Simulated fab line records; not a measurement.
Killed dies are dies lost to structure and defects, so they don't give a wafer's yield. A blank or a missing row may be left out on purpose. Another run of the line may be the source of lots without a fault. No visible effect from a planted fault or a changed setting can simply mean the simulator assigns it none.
Struck lot and sound lot, side by side :: flow rit-cmos :: 17 out of 202 route steps
Sound: wafers L893.1, L893.4, L893.5. Struck: wafers L898.3, L898.5, L898.6. The cause is named last.
Each step with rows lists, per side, the tool, then ch with its chambers, then its first start. Under that, the readings that differ: sound wafers :: struck wafers :: difference of the means :: sigmas: that difference in standard deviations of wafers without a fault.
alike: readings whose means differ by less than 2 such deviations, and words and numbers that are the same on both sides. not compared: withheld readings, readings that some wafer has no value for, bounds like >300 that may hide the same value, and numbers for which the record gives no deviation and whose values overlap.
Wherever a step has rows on one side only, a row that says differs or no value, or a row with sigmas, the two part there. Non-overlapping numbers with no deviation appear without sigmas and do not part them. Lack of a reading on every wafer of one side parts them only where that side has two or more wafers.

first, 1 step without rows for these wafers: RIT_PRETRO_DEVELOP_05 (develop time 68 s).
RIT_PRETRO_OVL_MEAS_06:
  sound on overlay-01, day 5 20:46; struck on overlay-02, day 6 21:50
  alike: PRETRO_OVL
then, 2 steps without rows for these wafers: RIT_PRETRO_HARDBAKE_07 (time 120 s); RIT_PRETRO_IMPLANT_08.
RIT_PRETRO_STRIP_09: strips in O2, time 180 s.
  sound on plasma-asher-03 ch 0, day 5 21:13; struck on plasma-asher-01 ch 0,1, day 6 22:19
  alike: drypump-motor-current-A, o2-flow-sccm
  not compared: rf-hours-counter-h
RIT_PRETRO_TW_MEAS_10:
  sound on film-metro-04, day 5 21:23; struck on film-metro-03, day 6 22:28
  alike: PRETRO_TW
then, 5 steps without rows for these wafers: RIT_GATE_WET_ETCH_00 (etches SiO2 in BOE, target depth 56 nm, time 60 s); RIT_GATE_CLEAN_01 (cleans in SC1, time 600 s); RIT_GATE_CLEAN_02 (cleans in dHF, time 30 s); RIT_GATE_CLEAN_03 (cleans in SC2, time 600 s); RIT_GATE_CLEAN_04 (cleans in dHF, time 60 s).
RIT_FOX2_THK_MEAS_91:
  sound on film-metro-01, day 5 21:55; struck on film-metro-02, day 6 22:56
  alike: FIELD_OXIDE_LEFT_2_THK
RIT_GATE_OXIDATION_05: target thk 3 nm, ox time 270 s.
  sound on furnace-02 ch 0, day 5 22:43; struck on furnace-02 ch 0, day 6 22:58
reading: spike-tc-centre-C (C)
sound: 901.8 902.0 902.5
struck: 885.6 884.7 884.2
difference: -17.3
sigmas: -14

reading: spike-tc-load-C (C)
sound: 926.3 928.6 927.3
struck: 910.6 911.7 908.9
difference: -17.0
sigmas: -8

reading: spike-tc-source-C (C)
sound: 924.3 927.8 925.5
struck: 911.7 910.7 910.0
difference: -15.1
sigmas: -8

reading: zone-power-load-pct (%)
sound: 25.6 25.3 25.7
struck: 24.8 24.6 24.5
difference: -0.9
sigmas: -2

reading: model.SiO2_of_GATE_OXIDATION_05.thk-nm (nm)
sound: 3.024 2.985 2.973
struck: 2.481 2.445 2.464
difference: -0.531
sigmas: 
then, 1 step without rows for these wafers: RIT_GATE_ANNEAL_06 (time 600 s).
RIT_GATE_THK_MEAS_07:
  sound on film-metro-01, day 6 01:07; struck on film-metro-03, day 7 00:19
reading: GATE_OXIDE_THK (nm)
sound: 3.02 3.01 2.95
struck: 2.51 2.49 2.47
difference: -0.50
sigmas: -8
then, 1 step without rows for these wafers: RIT_GATE_CVD_08 (deposits poly-Si from SiH4, target thk 250 nm, time 2220 s).
RIT_M1_PROBE_99:
  sound on prober-02, day 7 01:17; struck on prober-02, day 8 00:15
reading: model.etest.pmos_0p3.r-on-ohm-um
sound: 6102 6078 5998
struck: 5570 5493 5442
difference: -558
sigmas: 

reading: model.etest.nmos_0p3.r-on-ohm-um
sound: 2129 2148 2112
struck: 1996 1986 1935
difference: -157
sigmas: 

reading: model.etest.nmos_0p15.drive-ua-um
sound: 488.1 477.2 488.8
struck: 528.2 524.8 525.3
difference: +41.4
sigmas: 

reading: model.etest.nmos-narrow.drive-ua-um
sound: 227.9 230.9 232.5
struck: 281.8 284.1 284.7
difference: +53.1
sigmas: 

reading: model.etest.nmos_0p3.drive-ua-um
sound: 226.3 227.2 229.7
struck: 278.9 282.9 280
difference: +52.9
sigmas: 
  alike: killed-at-contacts, killed-at-front-end, killed-dies, killed-open, killed-short
  not compared: model.etest.pmos-turned.r-on-ohm-um, model.etest.pmos_0p15.r-on-ohm-um, model.etest.nmos_0p15.r-on-ohm-um

WHERE THEY PART
At RIT_GATE_OXIDATION_05 first; at RIT_GATE_THK_MEAS_07 last (within this record only). Later steps at which nothing parts them and some readings are alike: RIT_M1_PROBE_99.

WHY: what the simulator had put in
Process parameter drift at RIT_GATE_OXIDATION_05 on furnace-02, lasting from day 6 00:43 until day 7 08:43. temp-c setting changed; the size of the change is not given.
